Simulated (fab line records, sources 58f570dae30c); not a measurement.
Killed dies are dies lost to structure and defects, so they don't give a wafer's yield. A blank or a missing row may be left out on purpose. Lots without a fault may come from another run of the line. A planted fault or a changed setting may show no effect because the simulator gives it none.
Problem report in the 8D (eight disciplines) form, filled by code | flow berkeley_cmos170 | the parts of the form that need people (team, actions taken, sign-off) are left out

1. THE PROBLEM
CONTACT_PSG_THK at UCB170_CONTACT_THK_MEAS_02 reads a mean of 448 nm on 6 wafers of 2 lots; wafers without a fault read 710 nm with a standard deviation of 7.8. That is -34 standard deviations from the usual mean.
First seen on wafer L705.3, day 8 02:15, on film_metro-04. The record holds 42 wafers of 14 lots with a number at this step. Rule for "out", or "out of limits": more than 4 standard deviations from the usual mean. The other wafers with a number count as sound.

2. WHAT IT IS AND WHAT IT IS NOT
question                    | is                           | is not
which readings at this step | CONTACT_PSG_THK              | -
which lots                  | L704, L705                   | L698, L699, L701, L702, L706, L707, L712, L713, L715, L719, L720, L721
which wafers of those lots  | all that have a number       | -
read on which gauges        | film_metro-03, film_metro-04 | film_metro-02
when                        | from day 8 02:15             | up to then (12 sound wafers); but 24 sound wafers of L706, L707, L712, L713, L715, L719, L720, L721 came after

3. SUSPECTS, AND WHAT RULES EACH OUT
Counting: a tool at a process step up to the reading stays a suspect if it ran every lot that is out and no sound lot after the first of them.
- the gauge at UCB170_CONTACT_THK_MEAS_02: ruled out. The wafers that are out were read on 2 gauges (film_metro-03, film_metro-04).
- lpcvd-01 at UCB170_CONTACT_CVD_01 (deposits PSG from SiH4/O2/PH3, target thk 700 nm, time 2820 s): ruled out as a lasting fault. Sound lots L721, L720 ran on it after its first lot that is out, L705 (day 8 00:27).
Left after counting: nothing in the record.

4. THE CAUSE (what the simulator had put in)
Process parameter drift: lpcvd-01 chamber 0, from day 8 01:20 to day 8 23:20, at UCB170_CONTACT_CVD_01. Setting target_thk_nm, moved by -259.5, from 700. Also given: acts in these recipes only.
Counting ruled it out, wrongly: the rule takes a fault to strike every lot that its tool runs from its start on, and this one did not.

5. THE CHAIN OF EFFECTS, in route order
Each row: a reading whose mean over the struck wafers that have a number lies more than 3 standard deviations from the usual. Only readings for which the record gives a usual standard deviation are gone through. hours: the time from each lot's start at the first step in this table that gives one to its start at this step, as a median over the lots. sigmas: the change in usual standard deviations.
hours | step                       | reading         | usual      | on struck wafers | change | sigmas
0     | UCB170_CONTACT_THK_MEAS_02 | CONTACT_PSG_THK | 710 nm     | 448              | -262   | -34
-     | UCB170_CONTACT_ETCH_18     | oes_product_au  | 0.899 a.u. | 0.715            | -0.184 | -11
The process steps in it:
- UCB170_CONTACT_ETCH_18: etches PSG in CHF3/CF4/Ar, stops on TiSi2, target depth 840 nm, time 195 s.

6. WHAT WOULD HAVE CAUGHT IT SOONER
In this record the first reading out of limits at a measuring or inspecting step was taken at day 8 02:15, 1 hour after the fault began at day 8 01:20.
Of the tool readings at UCB170_CONTACT_CVD_01 for which the record gives a usual standard deviation, none was out on any struck wafer, so an alarm limit of 4 standard deviations on them would not have fired.
